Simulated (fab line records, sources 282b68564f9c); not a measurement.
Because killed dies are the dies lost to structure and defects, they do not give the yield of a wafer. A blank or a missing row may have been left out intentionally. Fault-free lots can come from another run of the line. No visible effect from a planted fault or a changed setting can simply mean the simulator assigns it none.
fab line records    flow ritCmos
record lots=7  wafers=21  lastDay=7
route steps=202 shown ACTIVE@1 FOX1@20 FOX2@23 M1@202
lots untouched by any fault: they come from a run of this same line in which no faults occurred
startH: the number of hours between the record's first day and the start of the first shown wafer of the lot    waitH: hours since the lot's step before    " the same as in the row above    L1.1+2: a row that stands for several wafers    - either no value or no given start    * or withheld: withheld    < > ~ a bound
route shown NAME@n: NAME is a module with steps in the file, n the number in the route of the first one    usual: mean/standard deviation of fault-free wafers    same: alike in all rows    chamber/n: place in a boat    sites: the reading at each site    _std_site: the standard deviation of these    _edge_site: mean of outer sites minus mean of inner sites    radiusMm: how far each site lies from the wafer's centre    mask NAME#n: copy n    behind: the last tool/chamber to shape the wafer    hold: what put the lot on hold/how long, in hours/how the hold closed    device: names the non-switching transistor (n, p or np)    end of line: the same wafers' tests at the end of the route    for a step that has no rows: nothing shown but its recipe    killed: at the first sort, the dies lost to defects and structure; wafer yield is something else    map: shows each die of a wafer: x if killed, . if not, _ if none is there
set.NAME: setting as actually run; set.NAME@STEP: the setting as run at that earlier step    model.NAME: the simulator's own value behind a step, which no gauge read
a table for each step, a row for each wafer; lots at some steps of the route
services: from which hour (startH, from the record's first day; less than 0 if before it) a tool's chamber was out of use, for how many hours, and why
## steps
# step RIT_ACTIVE_BOW_MEAS_00
# recipe mode=bow
# usual INCOMING_BOW=0/6.9
lot.wafer  tool          chamber  startH  waitH  INCOMING_BOW[um]
L347.3     filmMetro-03  -        35.04   -      2
L347.5     "             -        "       "      5
L347.6     "             -        "       "      -7
L348.1     filmMetro-04  -        40.00   -      2
L348.4     "             -        "       "      -16
L348.6     "             -        "       "      0
L350.3     filmMetro-03  -        50.04   -      -9
L350.5     "             -        "       "      -16
L350.6     "             -        "       "      -6
L351.3     filmMetro-03  -        55.04   -      3
L351.5     "             -        "       "      -7
L351.6     "             -        "       "      3
L353.3     filmMetro-03  -        65.04   -      -6
L353.5     "             -        "       "      -20
L353.6     "             -        "       "      6
L360.2     filmMetro-03  -        100.02  -      -1
L360.4     "             -        "       "      11
L360.5     "             -        "       "      -3
L364.1     filmMetro-01  -        120.00  -      -2
L364.2     "             -        "       "      8
L364.6     "             -        "       "      1
# step RIT_ACTIVE_OXIDATION_01
# recipe tempC=1000  ambient=O2  targetThkA=468  oxTimeS=3360
# usual spikeTcCentreC=1002.7/2.4  spikeTcLoadC=1028.3/1.9  spikeTcSourceC=1026.0/2.1  tubeCenterTempC=999.99/0.088  tube_center_temp_C_max=1002.6/0.43  zonePowerCentrePct=48/4.1
lot.wafer  tool        chamber  startH  waitH  spikeTcCentreC  spikeTcLoadC  spikeTcSourceC  tubeCenterTempC  tube_center_temp_C_max  zonePowerCentrePct  model.SiO2_of_ACTIVE_OXIDATION_01.thkNm
L347.3     furnace-04  0        35.44   0.4    1002.5          1024.6        1027.5          1000             1002.2                  48                  45.94
L347.5     "           0        "       "      1003.2          1025.1        1028.3          1000             1003.0                  48                  45.73
L347.6     "           0        "       "      1004.2          1026.2        1029.6          999.97           1003.6                  48                  46.33
L348.1     furnace-03  0        41.51   1.5    1005.4          1029.3        1025.7          1000.1           1003.7                  43                  46.18
L348.4     "           0        "       "      1004.8          1028.1        1024.7          999.96           1002.8                  44                  46.43
L348.6     "           0        "       "      1004.9          1029.6        1025.5          999.87           1002.9                  44                  46.66
L350.3     furnace-03  0        53.14   3.1    1031.8          1056.0        1051.6          1025             1028.7                  45                  57.49
L350.5     "           0        "       "      1029.8          1055.6        1047.6          1024.8           1027.4                  45                  57.58
L350.6     "           0        "       "      1030.3          1055.9        1051.6          1025             1027.6                  45                  57.46
L351.3     furnace-03  0        56.39   1.3    1029.9          1055.7        1049.9          1024.9           1027.7                  46                  57.83
L351.5     "           0        "       "      1030.2          1054.8        1050.2          1025             1027.1                  45                  58.7
L351.6     "           0        "       "      1029.1          1054.1        1048.8          1025             1027.2                  45                  58.14
L353.3     furnace-03  0        65.12   0.1    1028.6          1054.1        1048.9          1025             1026.9                  45                  59.11
L353.5     "           0        "       "      1029.9          1055.3        1049.1          1025.1           1027.7                  45                  59.11
L353.6     "           0        "       "      1030.4          1055.0        1049.6          1024.9           1027.0                  45                  59.04
L360.2     furnace-01  0        100.63  0.6    1000.1          1028.7        1025.2          999.98           1002.0                  55                  44.67
L360.4     "           0        "       "      1000.4          1028.8        1025.5          1000.1           1002.6                  54                  44.85
L360.5     "           0        "       "      1001.9          1029.1        1023.5          1000.1           1002.1                  54                  44.56
L364.1     furnace-01  0        120.12  0.1    999.7           1027.7        1023.0          1000.1           1003.4                  53                  46.54
L364.2     "           0        "       "      999.7           1028.9        1026.4          1000             1003.3                  54                  46.07
L364.6     "           0        "       "      998.5           1026.5        1024.2          999.95           1002.7                  54                  46.39
# step RIT_ACTIVE_THK_MEAS_02
# recipe reads=SiO2_of_ACTIVE_OXIDATION_01
# usual ACTIVE_OXIDE_THK=46.1/0.74
lot.wafer  tool          chamber  startH  waitH  ACTIVE_OXIDE_THK[nm]
L347.3     filmMetro-01  -        37.40   0.0    45.9
L347.5     "             -        "       "      45.7
L347.6     "             -        "       "      46.3
L348.1     filmMetro-04  -        43.44   0.0    46.2
L348.4     "             -        "       "      46.4
L348.6     "             -        "       "      46.7
L350.3     filmMetro-01  -        55.10   0.0    57.5
L350.5     "             -        "       "      57.6
L350.6     "             -        "       "      57.4
L351.3     filmMetro-04  -        58.34   0.0    57.8
L351.5     "             -        "       "      58.7
L351.6     "             -        "       "      58.2
L353.3     filmMetro-04  -        67.07   0.0    59.1
L353.5     "             -        "       "      59.1
L353.6     "             -        "       "      59.1
L360.2     filmMetro-04  -        102.58  0.0    44.7
L360.4     "             -        "       "      44.8
L360.5     "             -        "       "      44.5
L364.1     filmMetro-04  -        122.05  0.0    46.5
L364.2     "             -        "       "      46.1
L364.6     "             -        "       "      46.4
# step RIT_ACTIVE_CVD_03
# recipe material=Si3N4  targetThkNm=150  tempC=810  precursor=SiH2Cl2/NH3  timeS=1500  pressureMtorr=300  sih2cl2FlowSccm=62.25  nh3FlowSccm=150
# step RIT_ACTIVE_THK_MEAS_04
# recipe reads=Si3N4_of_ACTIVE_CVD_03
# usual ACTIVE_NITRIDE_THK=151.4/1.6
lot.wafer  tool          chamber  startH  waitH  ACTIVE_NITRIDE_THK[nm]
L347.3     filmMetro-03  -        38.87   0.0    151.8
L347.5     "             -        "       "      152.0
L347.6     "             -        "       "      152.8
L348.1     filmMetro-01  -        44.93   0.0    150.9
L348.4     "             -        "       "      152.2
L348.6     "             -        "       "      151.8
L350.3     filmMetro-04  -        56.57   0.0    152.1
L350.5     "             -        "       "      150.9
L350.6     "             -        "       "      152.2
L351.3     filmMetro-04  -        60.53   0.0    151.9
L351.5     "             -        "       "      151.3
L351.6     "             -        "       "      150.2
L353.3     filmMetro-04  -        68.98   0.0    154.8
L353.5     "             -        "       "      153.3
L353.6     "             -        "       "      153.0
L360.2     filmMetro-03  -        104.05  0.0    149.6
L360.4     "             -        "       "      148.7
L360.5     "             -        "       "      150.7
L364.1     filmMetro-04  -        123.53  0.0    150.6
L364.2     "             -        "       "      151.8
L364.6     "             -        "       "      151.5
# step RIT_ACTIVE_HMDS_05
# recipe primeTimeS=60  primeTempC=140
# step RIT_ACTIVE_COAT_06
# recipe resist=NOVOLAK  spinRpm=3250  resistThkNm=1000
# step RIT_ACTIVE_SOFTBAKE_07
# recipe resist=NOVOLAK  tempC=90  timeS=60
# step RIT_ACTIVE_EXPOSE_08
# recipe maskId=M1  na=0.6  sourceShape=conventional  sigmaOuter=0.6  targetCdNm=1400  doseMj=225
# step RIT_ACTIVE_PEB_09
# recipe resist=NOVOLAK  tempC=withheld  timeS=withheld
# step RIT_ACTIVE_DEVELOP_10
# recipe resist=NOVOLAK  developTimeS=50  devTempC=23
# step RIT_ACTIVE_CD_MEAS_11
# recipe targetCdNm=1400
# usual cdNm=1399.5/2.1
lot.wafer  tool      chamber  startH  waitH  cdNm
L347.3     cdSem-02  -        39.93   -      1400.1
L347.5     "         -        "       "      1399.1
L347.6     "         -        "       "      1398.7
L348.1     cdSem-01  -        45.84   -      1398.4
L348.4     "         -        "       "      1397.9
L348.6     "         -        "       "      1400.0
L350.3     cdSem-01  -        57.54   -      1395.4
L350.5     "         -        "       "      1398.9
L350.6     "         -        "       "      1394.6
L351.3     cdSem-01  -        61.58   -      1397.0
L351.5     "         -        "       "      1399.2
L351.6     "         -        "       "      1399.6
L353.3     cdSem-01  -        70.03   -      1398.5
L353.5     "         -        "       "      1399.2
L353.6     "         -        "       "      1397.9
L360.2     cdSem-01  -        105.10  -      1401.0
L360.4     "         -        "       "      1402.3
L360.5     "         -        "       "      1401.9
L364.1     cdSem-02  -        124.49  -      1397.9
L364.2     "         -        "       "      1397.8
L364.6     "         -        "       "      1399.8
# step RIT_ACTIVE_HARDBAKE_12
# recipe resist=NOVOLAK  tempC=140  timeS=60
# step RIT_ACTIVE_ETCH_13
# recipe stopOn=SiO2  chemistry=SF6  target=Si3N4  timeS=210  overEtchFrac=0.4  SF6_flow_sccm=200  pressureMtorr=260  rfW=125  targetDepthA=2100
# usual SF6_flow_sccm=200.0/0.59  drypumpMotorCurrentA=6.0/0.47  oesProductAu=0.824/0.013  throttleValvePct=7.51/0.14
lot.wafer  tool        chamber  startH  waitH  SF6_flow_sccm  drypumpMotorCurrentA  oesProductAu  rfHoursCounterH  throttleValvePct
L347.3     rieDiel-04  2        40.16   0.1    199.4          5.2                   0.832         95               7.28
L347.5     "           1        "       "      200.8          5.9                   0.827         -                7.51
L347.6     "           0        "       "      200.0          6.5                   0.813         -                7.65
L348.1     rieDiel-04  2        46.11   0.1    199.6          5.2                   0.819         95               7.29
L348.4     "           0        "       "      200.2          6.5                   0.825         3                7.66
L348.6     "           1        "       "      200.8          5.9                   0.836         -                7.52
L350.3     rieDiel-03  0        57.77   0.1    199.7          6.5                   0.802         25               7.57
L350.5     "           2        "       "      200.1          6.0                   0.841         -                7.34
L350.6     "           1        "       "      200.0          6.3                   0.830         -                7.60
L351.3     rieDiel-04  1        61.81   0.1    199.2          5.9                   0.829         3                7.52
L351.5     "           2        "       "      199.6          5.2                   0.824         -                7.27
L351.6     "           3        "       "      199.8          6.1                   0.817         -                7.42
L353.3     rieDiel-04  0        70.26   0.1    199.8          6.4                   0.835         3                7.65
L353.5     "           3        "       "      200.1          6.1                   0.824         -                7.44
L353.6     "           2        "       "      199.5          5.2                   0.826         -                7.27
L360.2     rieDiel-03  1        105.35  0.1    200.5          6.3                   0.821         2                7.59
L360.4     "           2        "       "      200.0          6.0                   0.826         74               7.34
L360.5     "           2        "       "      201.3          6.0                   0.839         -                7.33
L364.1     rieDiel-03  0        124.77  0.1    199.2          6.5                   0.794         26               7.58
L364.2     "           1        "       "      201.3          6.3                   0.837         3                7.59
L364.6     "           1        "       "      200.9          6.3                   0.836         -                7.59
# step RIT_ACTIVE_STRIP_14
# recipe chemistry=O2  timeS=180  resist=NOVOLAK  platenTempC=withheld  powerW=500  pressureMtorr=4000  o2FlowSccm=4000
# usual drypumpMotorCurrentA=5.9/0.46
lot.wafer  tool            chamber  startH  waitH  drypumpMotorCurrentA  rfHoursCounterH
L347.3     plasmaAsher-03  1        40.35   0.1    5.5                   -
L347.5     "               0        "       "      5.6                   -
L347.6     "               1        "       "      5.5                   -
L348.1     plasmaAsher-01  1        46.24   0.1    6.4                   36
L348.4     "               0        "       "      5.5                   -
L348.6     "               1        "       "      6.4                   -
L350.3     plasmaAsher-02  0        57.96   0.1    5.7                   -
L350.5     "               1        "       "      6.6                   -
L350.6     "               0        "       "      5.7                   -
L351.3     plasmaAsher-01  1        62.01   0.1    6.4                   -
L351.5     "               1        "       "      6.4                   -
L351.6     "               0        "       "      5.4                   -
L353.3     plasmaAsher-03  0        70.45   0.1    5.5                   -
L353.5     "               1        "       "      5.5                   -
L353.6     "               0        "       "      5.5                   -
L360.2     plasmaAsher-03  1        105.48  0.1    5.4                   33
L360.4     "               1        "       "      5.5                   -
L360.5     "               1        "       "      5.5                   -
L364.1     plasmaAsher-02  1        124.90  0.1    6.6                   49
L364.2     "               0        "       "      5.7                   49
L364.6     "               1        "       "      6.5                   -
# step RIT_ACTIVE_CD_MEAS_90
# recipe targetCdNm=1400
# usual cdNm=1399.5/2.1
lot.wafer  tool      chamber  startH  waitH  cdNm
L347.3     cdSem-01  -        40.51   0.1    1400.3
L347.5     "         -        "       "      1398.8
L347.6     "         -        "       "      1399.3
L348.1     cdSem-02  -        46.42   0.1    1398.7
L348.4     "         -        "       "      1397.7
L348.6     "         -        "       "      1400.6
L350.3     cdSem-02  -        58.12   0.1    1394.9
L350.5     "         -        "       "      1398.9
L350.6     "         -        "       "      1394.3
L351.3     cdSem-02  -        62.16   0.1    1397.3
L351.5     "         -        "       "      1399.2
L351.6     "         -        "       "      1399.9
L353.3     cdSem-02  -        70.61   0.1    1398.8
L353.5     "         -        "       "      1399.6
L353.6     "         -        "       "      1397.9
L360.2     cdSem-01  -        105.68  0.1    1400.9
L360.4     "         -        "       "      1402.4
L360.5     "         -        "       "      1402.3
L364.1     cdSem-02  -        125.08  0.1    1398.1
L364.2     "         -        "       "      1397.3
L364.6     "         -        "       "      1399.5
# step RIT_ACTIVE_CLEAN_15
# recipe chemistry=SC1  mix=3:3:50  timeS=600  tempC=75
# step RIT_ACTIVE_CLEAN_16
# recipe chemistry=dHF  dilution=50:1  timeS=30
# step RIT_ACTIVE_CLEAN_17
# recipe chemistry=SC2  mix=3:3:50  timeS=600  tempC=75  dry=n2Spin
# step RIT_FOX1_OXIDATION_00
# recipe tempC=1100  ambient=H2O  targetThkA=3507  pH2oTorr=720  oxTimeS=1130
# step RIT_FOX1_THK_MEAS_01
# recipe reads=SiO2_of_FOX1_OXIDATION_00
# usual FOX1_OXIDE_THK=346/6.1
lot.wafer  tool          chamber  startH  waitH  FOX1_OXIDE_THK[nm]
L347.3     filmMetro-04  -        44.04   0.0    356
L347.5     "             -        "       "      353
L347.6     "             -        "       "      359
L348.1     filmMetro-04  -        52.89   0.0    348
L348.4     "             -        "       "      345
L348.6     "             -        "       "      343
L350.3     filmMetro-03  -        61.53   0.0    356
L350.5     "             -        "       "      353
L350.6     "             -        "       "      358
L351.3     filmMetro-04  -        64.78   0.0    356
L351.5     "             -        "       "      350
L351.6     "             -        "       "      344
L353.3     filmMetro-02  -        75.69   0.0    357
L353.5     "             -        "       "      353
L353.6     "             -        "       "      356
L360.2     filmMetro-02  -        108.25  0.0    337
L360.4     "             -        "       "      338
L360.5     "             -        "       "      333
L364.1     filmMetro-03  -        128.02  0.0    336
L364.2     "             -        "       "      334
L364.6     "             -        "       "      335
# step RIT_FOX1_WET_ETCH_02
# recipe chemistry=BOE  targetDepthNm=350  timeS=390  tempC=21.5  dry=n2Spin  dilution=10:1  target=SiO2
# step RIT_FOX2_OXIDATION_00
# recipe tempC=1100  ambient=H2O  targetThkA=3507  pH2oTorr=720  oxTimeS=1130
# step RIT_FOX2_THK_MEAS_01
# recipe reads=SiO2_of_FOX2_OXIDATION_00
# usual FOX2_OXIDE_THK=348/7.8
lot.wafer  tool          chamber  startH  waitH  FOX2_OXIDE_THK[nm]
L347.3     filmMetro-01  -        49.67   0.0    351
L347.5     "             -        "       "      350
L347.6     "             -        "       "      352
L348.1     filmMetro-02  -        56.39   0.0    345
L348.4     "             -        "       "      351
L348.6     "             -        "       "      352
L350.3     filmMetro-01  -        64.60   0.0    351
L350.5     "             -        "       "      349
L350.6     "             -        "       "      356
L351.3     filmMetro-01  -        66.28   0.0    362
L351.5     "             -        "       "      365
L351.6     "             -        "       "      365
L353.3     filmMetro-04  -        79.19   0.0    352
L353.5     "             -        "       "      347
L353.6     "             -        "       "      346
L360.2     filmMetro-01  -        109.75  0.0    330
L360.4     "             -        "       "      337
L360.5     "             -        "       "      331
L364.1     filmMetro-04  -        129.51  0.0    350
L364.2     "             -        "       "      351
L364.6     "             -        "       "      349
# step RIT_FOX2_CLEAN_02
# recipe chemistry=dHF  dilution=50:1  timeS=171.4
# step RIT_FOX2_WET_ETCH_03
# recipe chemistry=H3PO4  target=Si3N4  targetDepthNm=195  tempC=165  timeS=2700
lot.wafer  tool         chamber  startH  waitH  model.SiO2_of_ACTIVE_OXIDATION_01.thkNm
L347.3     wetBench-04  0        49.76   0.0    40.64
L347.5     "            0        "       "      38.78
L347.6     "            0        "       "      41.13
L348.1     wetBench-04  2        56.51   0.0    40.87
L348.4     "            2        "       "      41.23
L348.6     "            2        "       "      39.61
L350.3     wetBench-03  1        64.70   0.0    51.17
L350.5     "            1        "       "      51.21
L350.6     "            1        "       "      51.14
L351.3     wetBench-03  2        66.38   0.0    49.6
L351.5     "            2        "       "      52.07
L351.6     "            2        "       "      49.58
L353.3     wetBench-04  1        79.28   0.0    52.71
L353.5     "            1        "       "      50.61
L353.6     "            1        "       "      52.46
L360.2     wetBench-04  1        109.87  0.0    39.73
L360.4     "            1        "       "      39.84
L360.5     "            1        "       "      39.62
L364.1     wetBench-04  2        129.63  0.0    41.39
L364.2     "            2        "       "      40.95
L364.6     "            2        "       "      41.28
# step RIT_FOX2_THK_MEAS_90
# recipe reads=SiO2_of_FOX2_OXIDATION_00
# usual FIELD_OXIDE_LEFT_1_THK=322/7.8
lot.wafer  tool          chamber  startH  waitH  FIELD_OXIDE_LEFT_1_THK[nm]
L347.3     filmMetro-02  -        50.61   0.0    324
L347.5     "             -        "       "      323
L347.6     "             -        "       "      325
L348.1     filmMetro-02  -        57.27   0.0    319
L348.4     "             -        "       "      325
L348.6     "             -        "       "      325
L350.3     filmMetro-02  -        65.47   0.0    325
L350.5     "             -        "       "      322
L350.6     "             -        "       "      330
L351.3     filmMetro-02  -        67.23   0.0    336
L351.5     "             -        "       "      338
L351.6     "             -        "       "      339
L353.3     filmMetro-02  -        80.06   0.0    326
L353.5     "             -        "       "      321
L353.6     "             -        "       "      320
L360.2     filmMetro-01  -        110.64  0.0    304
L360.4     "             -        "       "      311
L360.5     "             -        "       "      305
L364.1     filmMetro-02  -        131.15  0.0    323
L364.2     "             -        "       "      324
L364.6     "             -        "       "      322
# step RIT_M1_PROBE_99
# usual killedAtContacts=0.0/0.2  killedAtFrontEnd=6.8/3  killedDies=6.9/3  killedOpen=3.3/1.9  killedShort=3.6/1.9
# same grossDies=264  killed_at_M0_to_M3=0  killed_at_M4_up=0  killedAtBackSide=0  killedAtOther=0
lot.wafer  tool       chamber  startH  waitH  killedAtContacts  killedAtFrontEnd  killedDies  killedOpen  killedShort
L347.3     prober-01  -        95.05   0.2    0                 8                 8           4           4
L347.5     prober-01  -        95.15   0.2    0                 9                 9           3           6
L347.6     prober-01  -        95.20   0.2    0                 7                 7           3           4
L360.2     prober-02  -        148.04  0.1    0                 13                13          6           7
L360.4     prober-02  -        148.14  0.2    0                 5                 5           2           3
L360.5     prober-02  -        148.19  0.2    0                 4                 4           2           2
# killed by level:class
L347.3 GATE:geometricParticle:open=4 GATE:geometricParticle:short=2 REOX:geometricParticle:short=2
L347.5 GATE:geometricParticle:short=3 GATE:geometricParticle:open=3 FOX1:geometricParticle:short=1 REOX:geometricParticle:short=1 SILICIDE:geometricParticle:short=1
L347.6 GATE:geometricParticle:short=3 FOX1:geometricParticle:open=1 GATE:geometricParticle:open=1 SPACER:geometricParticle:open=1 SILICIDE:geometricParticle:short=1
L360.2 SPACER:geometricParticle:short=3 FOX2:geometricParticle:open=2 REOX:geometricParticle:open=2 SPACER:geometricParticle:open=2 FOX2:geometricParticle:short=1 GATE:geometricParticle:short=1 REOX:geometricParticle:short=1 SILICIDE:geometricParticle:short=1
L360.4 FOX1:geometricParticle:open=2 FOX1:geometricParticle:short=1 REOX:geometricParticle:short=1 SPACER:geometricParticle:short=1
L360.5 FOX1:geometricParticle:open=2 FOX1:geometricParticle:short=2
## services
tool            chamber  startH  hours  kind
furnace-01      -        11.55   1.4    repair
rieDiel-03      3        13.76   4.6    repair
plasmaAsher-03  -        16.05   4.5    repair
furnace-03      -        43.44   3.8    pm
furnace-01      -        48.56   2.7    pm
plasmaAsher-01  -        108.75  9.0    pm
plasmaAsher-01  0        108.75  9.0    ventCycle
plasmaAsher-01  1        108.75  9.0    ventCycle
furnace-03      -        112.27  1.0    pm
plasmaAsher-01  0        117.75  -      clean
plasmaAsher-01  1        117.75  -      clean
## key
firstSign step=RIT_ACTIVE_OXIDATION_01  reading=tubeCenterTempC  direction=up  sigmas=99+  usual=*  struck=*
effect step=RIT_ACTIVE_OXIDATION_01  reading=tube_center_temp_C_max  direction=up  sigmas=57  usual=*  struck=*
effect step=RIT_ACTIVE_THK_MEAS_02  reading=ACTIVE_OXIDE_THK  direction=up  sigmas=16  usual=46.1  struck=58.3
modelEffect step=RIT_ACTIVE_OXIDATION_01  value=SiO2_of_ACTIVE_OXIDATION_01.thkNm  without=45.83  struck=58.27
modelEffect step=RIT_FOX2_WET_ETCH_03  value=SiO2_of_ACTIVE_OXIDATION_01.thkNm  without=40.09  struck=51.17
metAt RIT_ACTIVE_OXIDATION_01
struckWafers L350.3,L350.5,L350.6,L351.3,L351.5,L351.6,L353.3,L353.5,L353.6
testerLeftOut L350,L351,L353
fault kind=processParameterDrift  tool=furnace-03  chamber=-  onsetH=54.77  steps=RIT_ACTIVE_OXIDATION_01  channel=tempC  offset=*  shape=step  endH=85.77  actsIn=*  stated=*
# testerLeftOut: of these lots the tester's yield and bins aren't shown, on N5 and GAA mostly nor the transistor test; their killed dies are dies lost to structure and defects alone, not to doping, threshold or leakage, so they don't give the yield
